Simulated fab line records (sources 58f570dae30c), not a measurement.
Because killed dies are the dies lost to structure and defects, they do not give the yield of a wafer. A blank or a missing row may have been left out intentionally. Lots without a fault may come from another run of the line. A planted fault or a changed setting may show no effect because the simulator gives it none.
Split-lot trial || flow berkeleyCmos170 || 23 wafers read across 5 lots, on a route 331 steps long

## SPLIT DETAILS
At UCB170_ZERO_COAT_01 (resist thk 900 nm), the setting resistThkNm was moved away from the recipe's 900 nm on 8 of the 23 wafers read, by -2.8% to +1.6%. The other wafers ran this setting at the recipe's value.

Reading taken at the split's own step.

## THE READING
KrF_of_ZERO_COAT_01.thkNm (the simulator's own value, which no gauge read), in nm, at UCB170_ZERO_COAT_01 (resist thk 900 nm). The file gives no usual value for it. The 15 wafers here that ran the recipe average 901.3 nm, standard deviation 3.3 nm.

{"wafer": "L074.1", "tool, chamber at the split": "lithoTrack-02, 0", "resistThkNm as run, nm": 900, "against the recipe": "recipe", "KrF_of_ZERO_COAT_01.thkNm, nm": 894.2, "against lot-mates on the recipe": "-"}
{"wafer": "L074.3", "tool, chamber at the split": "lithoTrack-02, 0", "resistThkNm as run, nm": 900, "against the recipe": "recipe", "KrF_of_ZERO_COAT_01.thkNm, nm": 897.6, "against lot-mates on the recipe": "-"}
{"wafer": "L074.4", "tool, chamber at the split": "lithoTrack-02, 0", "resistThkNm as run, nm": 875.1, "against the recipe": "-2.8%", "KrF_of_ZERO_COAT_01.thkNm, nm": 870.8, "against lot-mates on the recipe": -25.1}
{"wafer": "L074.5", "tool, chamber at the split": "lithoTrack-02, 0", "resistThkNm as run, nm": 875.1, "against the recipe": "-2.8%", "KrF_of_ZERO_COAT_01.thkNm, nm": 870.4, "against lot-mates on the recipe": -25.5}
{"wafer": "L074.6", "tool, chamber at the split": "lithoTrack-02, 0", "resistThkNm as run, nm": 875.1, "against the recipe": "-2.8%", "KrF_of_ZERO_COAT_01.thkNm, nm": 871.5, "against lot-mates on the recipe": -24.4}
{"wafer": "L076.1", "tool, chamber at the split": "lithoTrack-03, 0", "resistThkNm as run, nm": 900, "against the recipe": "recipe", "KrF_of_ZERO_COAT_01.thkNm, nm": 906.6, "against lot-mates on the recipe": "-"}
{"wafer": "L076.2", "tool, chamber at the split": "lithoTrack-03, 0", "resistThkNm as run, nm": 900, "against the recipe": "recipe", "KrF_of_ZERO_COAT_01.thkNm, nm": 902.4, "against lot-mates on the recipe": "-"}
{"wafer": "L076.3", "tool, chamber at the split": "lithoTrack-03, 0", "resistThkNm as run, nm": 900, "against the recipe": "recipe", "KrF_of_ZERO_COAT_01.thkNm, nm": 905.1, "against lot-mates on the recipe": "-"}
{"wafer": "L077.1", "tool, chamber at the split": "lithoTrack-02, 0", "resistThkNm as run, nm": 900, "against the recipe": "recipe", "KrF_of_ZERO_COAT_01.thkNm, nm": 898.7, "against lot-mates on the recipe": "-"}
{"wafer": "L077.2", "tool, chamber at the split": "lithoTrack-02, 0", "resistThkNm as run, nm": 914.2, "against the recipe": "+1.6%", "KrF_of_ZERO_COAT_01.thkNm, nm": 909.7, "against lot-mates on the recipe": "+11.0"}
{"wafer": "L077.4", "tool, chamber at the split": "lithoTrack-02, 0", "resistThkNm as run, nm": 900, "against the recipe": "recipe", "KrF_of_ZERO_COAT_01.thkNm, nm": 899.9, "against lot-mates on the recipe": "-"}
{"wafer": "L077.5", "tool, chamber at the split": "lithoTrack-02, 0", "resistThkNm as run, nm": 900, "against the recipe": "recipe", "KrF_of_ZERO_COAT_01.thkNm, nm": 897.4, "against lot-mates on the recipe": "-"}
{"wafer": "L077.6", "tool, chamber at the split": "lithoTrack-02, 0", "resistThkNm as run, nm": 914.2, "against the recipe": "+1.6%", "KrF_of_ZERO_COAT_01.thkNm, nm": 913.7, "against lot-mates on the recipe": "+15.0"}
{"wafer": "L079.1", "tool, chamber at the split": "lithoTrack-03, 0", "resistThkNm as run, nm": 881.8, "against the recipe": "-2.0%", "KrF_of_ZERO_COAT_01.thkNm, nm": 884.9, "against lot-mates on the recipe": -20.1}
{"wafer": "L079.2", "tool, chamber at the split": "lithoTrack-03, 0", "resistThkNm as run, nm": 881.8, "against the recipe": "-2.0%", "KrF_of_ZERO_COAT_01.thkNm, nm": 884, "against lot-mates on the recipe": -21.0}
{"wafer": "L079.4", "tool, chamber at the split": "lithoTrack-03, 0", "resistThkNm as run, nm": 900, "against the recipe": "recipe", "KrF_of_ZERO_COAT_01.thkNm, nm": 905.5, "against lot-mates on the recipe": "-"}
{"wafer": "L079.5", "tool, chamber at the split": "lithoTrack-03, 0", "resistThkNm as run, nm": 881.8, "against the recipe": "-2.0%", "KrF_of_ZERO_COAT_01.thkNm, nm": 883.5, "against lot-mates on the recipe": -21.5}
{"wafer": "L079.6", "tool, chamber at the split": "lithoTrack-03, 0", "resistThkNm as run, nm": 900, "against the recipe": "recipe", "KrF_of_ZERO_COAT_01.thkNm, nm": 904.4, "against lot-mates on the recipe": "-"}
{"wafer": "L083.1", "tool, chamber at the split": "lithoTrack-03, 0", "resistThkNm as run, nm": 900, "against the recipe": "recipe", "KrF_of_ZERO_COAT_01.thkNm, nm": 900.1, "against lot-mates on the recipe": "-"}
{"wafer": "L083.2", "tool, chamber at the split": "lithoTrack-03, 0", "resistThkNm as run, nm": 900, "against the recipe": "recipe", "KrF_of_ZERO_COAT_01.thkNm, nm": 900.8, "against lot-mates on the recipe": "-"}
{"wafer": "L083.3", "tool, chamber at the split": "lithoTrack-03, 0", "resistThkNm as run, nm": 900, "against the recipe": "recipe", "KrF_of_ZERO_COAT_01.thkNm, nm": 903.1, "against lot-mates on the recipe": "-"}
{"wafer": "L083.5", "tool, chamber at the split": "lithoTrack-03, 0", "resistThkNm as run, nm": 900, "against the recipe": "recipe", "KrF_of_ZERO_COAT_01.thkNm, nm": 900.3, "against lot-mates on the recipe": "-"}
{"wafer": "L083.6", "tool, chamber at the split": "lithoTrack-03, 0", "resistThkNm as run, nm": 900, "against the recipe": "recipe", "KrF_of_ZERO_COAT_01.thkNm, nm": 902.7, "against lot-mates on the recipe": "-"}

FIT RESULTS
A straight line over all 23 wafers: KrF_of_ZERO_COAT_01.thkNm changes by +9.48 nm for each +1% of resistThkNm; r = +0.96; the points scatter about the line by 3.6 nm.
The same after taking each lot's own level away (the mean of its wafers on the recipe; 23 wafers): +9.23 nm for each +1%; r = +0.99; scatter 1.6 nm.
That fit puts the effect of the largest move of resistThkNm on the reading at 26 nm.
Across the lots, their own levels run from 895.90 to 904.95 nm, a range of 2.7 times the standard deviation given above.
The two slopes are in agreement: the lot-to-lot level therefore moves the slope only a little.
Check: with one of the wafers moved furthest among these (-2.8%) left out of the fit, the line predicts -26.1 nm for it against its lot-mates. Against them it came out at -25.1 nm.

## THE WHOLE CHAIN: every reading that the file lists as answering this split, in the file's order
{"step": "UCB170_ZERO_COAT_01", "what it does": "resist thk 900 nm", "reading": "KrF_of_ZERO_COAT_01.thkNm (the simulator's own value, which no gauge read)", "change (the file's fit)": "+9.26 nm for each +1% of the setting", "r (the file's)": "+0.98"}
{"step": "UCB170_ZERO_STRIP_07", "what it does": "strips in O2", "reading": "stripTimeToEndpointS", "change (the file's fit)": "withheld for each +1% of the setting", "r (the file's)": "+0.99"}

## THE FILE'S OWN FIT
KrF_of_ZERO_COAT_01.thkNm changes by +9.26 nm for each +1% of resistThkNm, r = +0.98.
